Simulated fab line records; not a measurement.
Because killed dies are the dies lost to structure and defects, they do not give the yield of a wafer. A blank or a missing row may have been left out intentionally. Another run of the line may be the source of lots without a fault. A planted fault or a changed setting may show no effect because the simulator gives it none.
Which of the tools did it? + flow berkeleyCmos170 + 15 lots with 45 wafers sampled at 5 steps, on a route of 331 steps

WHAT THE GAUGES SHOWED, per wafer
UCB170_ACTIVE_CD_MEAS_90: target cd 1200 nm. Usual: cdNm 1200.5 nm, standard deviation 1.3.
| lot  | measured    | on       | cdNm (nm)            | flag |
|------|-------------|----------|----------------------|------|
| L567 | day 3 15:52 | cdSem-02 | 1200.8 1199.7 1199.1 |      |
| L571 | day 4 21:46 | cdSem-01 | 1198.4 1198.0 1198.2 |      |
| L573 | day 5 06:20 | cdSem-02 | 1200.9 1201.5 1200.7 |      |
| L574 | day 5 15:09 | cdSem-01 | 1200.0 1201.1 1200.1 |      |
| L575 | day 5 15:16 | cdSem-01 | 1199.7 1199.0 1199.4 |      |
| L576 | day 5 15:30 | cdSem-02 | 1199.6 1199.2 1198.7 |      |
| L577 | day 6 02:11 | cdSem-02 | 1201.1 1201.7 1201.6 |      |
| L578 | day 6 17:40 | cdSem-02 | 1200.7 1199.6 1200.6 |      |
| L579 | day 6 22:01 | cdSem-02 | 1199.3 1199.0 1199.6 |      |
| L582 | day 7 00:59 | cdSem-01 | 1202.9 1200.9 1201.8 |      |
| L581 | day 7 01:18 | cdSem-01 | 1199.9 1200.7 1199.0 |      |
| L580 | day 7 01:26 | cdSem-02 | 1201.0 1200.0 1199.7 |      |
| L586 | day 8 07:49 | cdSem-01 | 1201.3 1202.1 1200.6 |      |
| L589 | day 8 19:07 | cdSem-02 | 1203.8 1199.9 1201.9 |      |
| L588 | day 8 23:20 | cdSem-01 | 1202.1 1203.2 1202.6 |      |

UCB170_SCREENOX_THK_MEAS_02. Usual: SCREENOX_OXIDE_THK typically reads 14.32 nm, with standard deviation 0.24.
| lot  | measured    | on           | SCREENOX_OXIDE_THK (nm) | flag |
|------|-------------|--------------|-------------------------|------|
| L567 | day 4 15:29 | filmMetro-01 | 14.63 14.59 14.36       |      |
| L571 | day 5 20:35 | filmMetro-03 | 14.55 14.28 14.42       |      |
| L573 | day 6 13:50 | filmMetro-01 | 14.30 14.32 14.07       |      |
| L574 | day 6 20:16 | filmMetro-02 | 14.14 14.34 14.02       |      |
| L575 | day 6 20:16 | filmMetro-03 | 13.95 14.08 13.95       |      |
| L576 | day 6 20:16 | filmMetro-01 | 14.28 14.13 14.40       |      |
| L577 | day 7 08:02 | filmMetro-02 | 14.53 14.63 14.49       |      |
| L578 | day 7 16:34 | filmMetro-02 | 14.18 14.10 13.95       |      |
| L579 | day 8 03:28 | filmMetro-03 | 13.69 14.17 13.99       |      |
| L582 | day 8 03:28 | filmMetro-02 | 14.28 14.21 14.21       |      |
| L581 | day 8 03:28 | filmMetro-01 | 14.94 14.55 14.74       |      |
| L580 | day 8 03:32 | filmMetro-03 | 14.41 14.70 14.81       |      |
| L586 | day 9 12:54 | filmMetro-03 | 14.05 14.04 14.11       |      |
| L589 | day 9 19:35 | filmMetro-03 | 14.39 14.36 14.28       |      |
| L588 | day 9 19:35 | filmMetro-02 | 14.32 14.20 14.37       |      |

UCB170_SDANNEAL_RS_MEAS_04: measures by four-point-probe. Usual: PLDD_RS typically reads 1030.7 ohm/sq, with standard deviation 2.4.
| lot  | measured     | on           | PLDD_RS (ohm/sq)     | flag |
|------|--------------|--------------|----------------------|------|
| L567 | day 5 23:56  | filmMetro-02 | 1034.0 1036.0 1033.9 |      |
| L571 | day 7 09:06  | filmMetro-01 | 1030.7 1029.9 1029.8 |      |
| L573 | day 7 23:10  | filmMetro-01 | 1028.9 1028.8 1030.2 |      |
| L574 | day 8 09:57  | filmMetro-03 | 1031.2 1031.9 1031.8 |      |
| L575 | day 8 09:30  | filmMetro-02 | 1030.7 1025.7 1027.0 |      |
| L576 | day 8 10:09  | filmMetro-02 | 1031.7 1032.2 1034.2 |      |
| L577 | day 9 01:31  | filmMetro-03 | 1029.6 1035.3 1031.5 |      |
| L578 | day 9 08:22  | filmMetro-02 | 1003.7 1007.0 1006.4 | OFF  |
| L579 | day 9 20:08  | filmMetro-02 | 1026.9 1028.9 1030.0 |      |
| L582 | day 9 20:32  | filmMetro-01 | 1005.9 1006.7 1008.7 | OFF  |
| L581 | day 9 19:53  | filmMetro-03 | 1032.8 1032.1 1030.6 |      |
| L580 | day 9 20:47  | filmMetro-02 | 1008.6 1005.8 1006.4 | OFF  |
| L586 | day 10 18:34 | filmMetro-01 | 1028.7 1032.7 1029.3 |      |
| L589 | day 11 07:18 | filmMetro-01 | 1033.3 1031.0 1032.1 |      |
| L588 | day 11 07:26 | filmMetro-03 | 1031.9 1029.8 1028.8 |      |

WHAT TOOL EACH LOT RAN ON (gives the tool, then ch and the chambers of the sampled wafers, and finally the start)
| lot  | UCB170_GATE_STRIP_16                | UCB170_PLDD_IMPLANT_08          |
|------|-------------------------------------|---------------------------------|
| L567 | plasmaAsher-01 ch 0,1, day 5 09:11  | implanter-03 ch 0, day 5 10:55  |
| L571 | plasmaAsher-04 ch 0,1, day 6 20:14  | implanter-02 ch 0, day 6 22:03  |
| L573 | plasmaAsher-01 ch 0,1, day 7 06:02  | implanter-02 ch 0, day 7 07:33  |
| L574 | plasmaAsher-02 ch 0,1, day 7 17:07  | implanter-03 ch 0, day 7 19:47  |
| L575 | plasmaAsher-01 ch 0,1, day 7 17:28  | implanter-02 ch 0, day 7 20:08  |
| L576 | plasmaAsher-04 ch 0,1, day 7 17:21  | implanter-04 ch 0, day 7 20:01  |
| L577 | plasmaAsher-02 ch 0,1, day 8 02:44  | implanter-02 ch 0, day 8 04:20  |
| L578 | plasmaAsher-02 ch 0, day 8 18:39    | implanter-02 ch 0, day 8 20:25  |
| L579 | plasmaAsher-04 ch 0,1, day 9 04:01  | implanter-04 ch 0, day 9 06:53  |
| L582 | plasmaAsher-01 ch 0,1, day 9 03:47  | implanter-02 ch 0, day 9 06:57  |
| L581 | plasmaAsher-04 ch 0,1, day 9 03:32  | implanter-03 ch 0, day 9 06:45  |
| L580 | plasmaAsher-01 ch 0,1, day 9 03:18  | implanter-02 ch 0, day 9 06:39  |
| L586 | plasmaAsher-04 ch 0,1, day 10 02:52 | implanter-04 ch 0, day 10 05:05 |
| L589 | plasmaAsher-04 ch 0,1, day 10 13:09 | implanter-04 ch 0, day 10 15:28 |
| L588 | plasmaAsher-04 ch 0,1, day 10 12:39 | implanter-04 ch 0, day 10 15:10 |
- UCB170_GATE_STRIP_16: strips in O2.
- UCB170_PLDD_IMPLANT_08

AS READ BY THE TOOLS THEMSELVES (means over the sampled wafers that have a number; for cases with no such wafer, the mark the record gives instead)
UCB170_GATE_STRIP_16. Usual: drypumpMotorCurrentA 5.9 A, standard deviation 0.37; oesProductAu 0.725 a.u., standard deviation 0.0047.
| lot  | tool           | drypumpMotorCurrentA (A) | oesProductAu (a.u.) | flag |
|------|----------------|--------------------------|---------------------|------|
| L567 | plasmaAsher-01 | 5.9                      | 0.723               |      |
| L571 | plasmaAsher-04 | 5.5                      | 0.728               |      |
| L573 | plasmaAsher-01 | 6.2                      | 0.723               |      |
| L574 | plasmaAsher-02 | 6.1                      | 0.723               |      |
| L575 | plasmaAsher-01 | 5.9                      | 0.724               |      |
| L576 | plasmaAsher-04 | 5.6                      | 0.720               |      |
| L577 | plasmaAsher-02 | 6.0                      | 0.726               |      |
| L578 | plasmaAsher-02 | 5.8                      | 0.724               |      |
| L579 | plasmaAsher-04 | 5.6                      | 0.723               |      |
| L582 | plasmaAsher-01 | 6.2                      | 0.724               |      |
| L581 | plasmaAsher-04 | 5.6                      | 0.725               |      |
| L580 | plasmaAsher-01 | 5.9                      | 0.725               |      |
| L586 | plasmaAsher-04 | 5.5                      | 0.729               |      |
| L589 | plasmaAsher-04 | 5.5                      | 0.726               |      |
| L588 | plasmaAsher-04 | 5.6                      | 0.725               |      |

UCB170_PLDD_IMPLANT_08. Usual: doseIonsCm2 5e+13, standard deviation 5e+10; faradayCurrentUA 158, standard deviation 3.2.
| lot  | tool         | doseIonsCm2 | faradayCurrentUA | flag |
|------|--------------|-------------|------------------|------|
| L567 | implanter-03 | 5e+13       | 158              |      |
| L571 | implanter-02 | 5e+13       | 160              |      |
| L573 | implanter-02 | 5e+13       | 156              |      |
| L574 | implanter-03 | 5e+13       | 160              |      |
| L575 | implanter-02 | 5e+13       | 156              |      |
| L576 | implanter-04 | 5e+13       | 160              |      |
| L577 | implanter-02 | 5e+13       | 157              |      |
| L578 | implanter-02 | 5e+13       | 169              | OFF  |
| L579 | implanter-04 | 5e+13       | 160              |      |
| L582 | implanter-02 | 5e+13       | 171              | OFF  |
| L581 | implanter-03 | 5e+13       | 159              |      |
| L580 | implanter-02 | 5e+13       | 170              | OFF  |
| L586 | implanter-04 | 5e+13       | 158              |      |
| L589 | implanter-04 | 5e+13       | 157              |      |
| L588 | implanter-04 | 5e+13       | 160              |      |

THE ANSWER, worked out from the rows above alone
Rule: lot off if the mean of its wafers having a number is beyond 3 standard deviations from the usual mean. A lot without any number at a reading at which 4 lots or more have one is off too. All remaining lots with rows at the step are treated as sound. After the gauges, taken in route order, come the tools' own readings; for these a lot's mean is taken, as printed above. At the first step where some lot is off, the reading lying furthest off is the one used; lots without a number count as furthest.
Off: L578, L582, L580, at UCB170_SDANNEAL_RS_MEAS_04 (PLDD_RS).
If a tool, at a process step before that reading, ran all the lots that are off and no sound lot after the first of them, it fits. Not tried: the gauges at UCB170_SDANNEAL_RS_MEAS_04; whatever is off there is also off at UCB170_PLDD_IMPLANT_08, on other tools, and gauge error can't account for it. One fits: implanter-02 at UCB170_PLDD_IMPLANT_08. Its last sound lot is L577 (day 8 04:20), its first lot that is off L578 (day 8 20:25): a fault that began between those two fits.
On the lots that are off, the tool's own readings at UCB170_PLDD_IMPLANT_08 differ by more than 5 times the standard deviation of the sound lots' means, which bears it out; faradayCurrentUA reads 170 there versus 158 on the sound lots.

WHAT HAD BEEN PUT IN BY THE SIMULATOR
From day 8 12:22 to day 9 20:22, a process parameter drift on implanter-02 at UCB170_PLDD_IMPLANT_08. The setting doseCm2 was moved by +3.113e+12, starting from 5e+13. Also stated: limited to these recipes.
Struck lots among those shown: L578, L582, L580. The same result came from the rule above.
